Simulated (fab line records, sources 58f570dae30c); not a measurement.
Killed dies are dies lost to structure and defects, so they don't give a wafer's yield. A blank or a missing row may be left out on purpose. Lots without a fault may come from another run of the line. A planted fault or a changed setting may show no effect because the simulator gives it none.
Problem report in the 8D (eight disciplines) form, filled by code | flow berkeley_cmos170 | the parts of the form that need people (team, actions taken, sign-off) are left out

1. THE PROBLEM
cd_nm at UCB170_M2_CD_MEAS_15 reads a mean of 673.4 nm on 6 wafers of 2 lots; wafers without a fault read 699.8 nm with a standard deviation of 1.2. That is -22 standard deviations from the usual mean.
The step: target cd 700 nm.
First seen on wafer L802.1, day 11 00:51, on cd_sem-01. The record holds 42 wafers of 14 lots with a number at this step. Rule for "out", or "out of limits": more than 4 standard deviations from the usual mean. The other wafers with a number count as sound.

2. WHAT IT IS AND WHAT IT IS NOT
question                    | is                     | is not
which readings at this step | cd_nm                  | -
which lots                  | L802, L805             | L788, L789, L791, L792, L793, L794, L796, L799, L807, L808, L809, L811
which wafers of those lots  | all that have a number | -
read on which gauges        | cd_sem-01, cd_sem-02   | -
when                        | from day 11 00:51      | up to then (24 sound wafers); but 12 sound wafers of L807, L808, L809, L811 came after

3. SUSPECTS, AND WHAT RULES EACH OUT
Counting: a tool at a process step up to the reading stays a suspect if it ran every lot that is out and no sound lot after the first of them.
- the gauge at UCB170_M2_CD_MEAS_15: ruled out. The wafers that are out were read on 2 gauges (cd_sem-01, cd_sem-02).
- litho_track-04 at UCB170_M2_PEB_13: kept. It ran every lot that is out, first L802 (day 11 00:35), and no sound lot after that; its last sound lot up to then is L799 (day 10 07:16). Its own readings are out on those wafers: heater_power_total_W, plate_temp_C.
Left after counting: litho_track-04 at UCB170_M2_PEB_13.

4. THE CAUSE (what the simulator had put in)
Process parameter drift: litho_track-04, from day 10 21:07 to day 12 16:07, at UCB170_M2_PEB_13. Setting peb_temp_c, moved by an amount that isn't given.
Counting left only this tool.

5. THE CHAIN OF EFFECTS, in route order
Each row: a reading whose mean over the struck wafers that have a number lies more than 3 standard deviations from the usual. Only readings for which the record gives a usual standard deviation are gone through. hours: the time from each lot's start at the first step in this table that gives one to its start at this step, as a median over the lots. sigmas: the change in usual standard deviations.
hours | step                 | reading              | usual    | on struck wafers | change | sigmas
0     | UCB170_M2_PEB_13     | heater_power_total_W | 56.80 W  | 60.75            | +3.95  | +90
0     | UCB170_M2_PEB_13     | plate_temp_C         | 129.99 C | 136.78           | +6.79  | +52
0     | UCB170_M2_CD_MEAS_15 | cd_nm                | 699.8 nm | 673.4            | -26.4  | -22
The process steps in it:
- UCB170_M2_PEB_13

6. WHAT WOULD HAVE CAUGHT IT SOONER
In this record the first reading out of limits at a measuring or inspecting step was taken at day 11 00:51, 4 hours after the fault began at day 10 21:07.
The tool's own readings at UCB170_M2_PEB_13 were out on every struck wafer that the step has a row for (heater_power_total_W, plate_temp_C): an alarm limit on them would have fired on the first of those.
Of the lots that are out (2), L805 began UCB170_M2_PEB_13 on litho_track-04 after day 11 00:51. A hold on the tool at that time would have spared it.
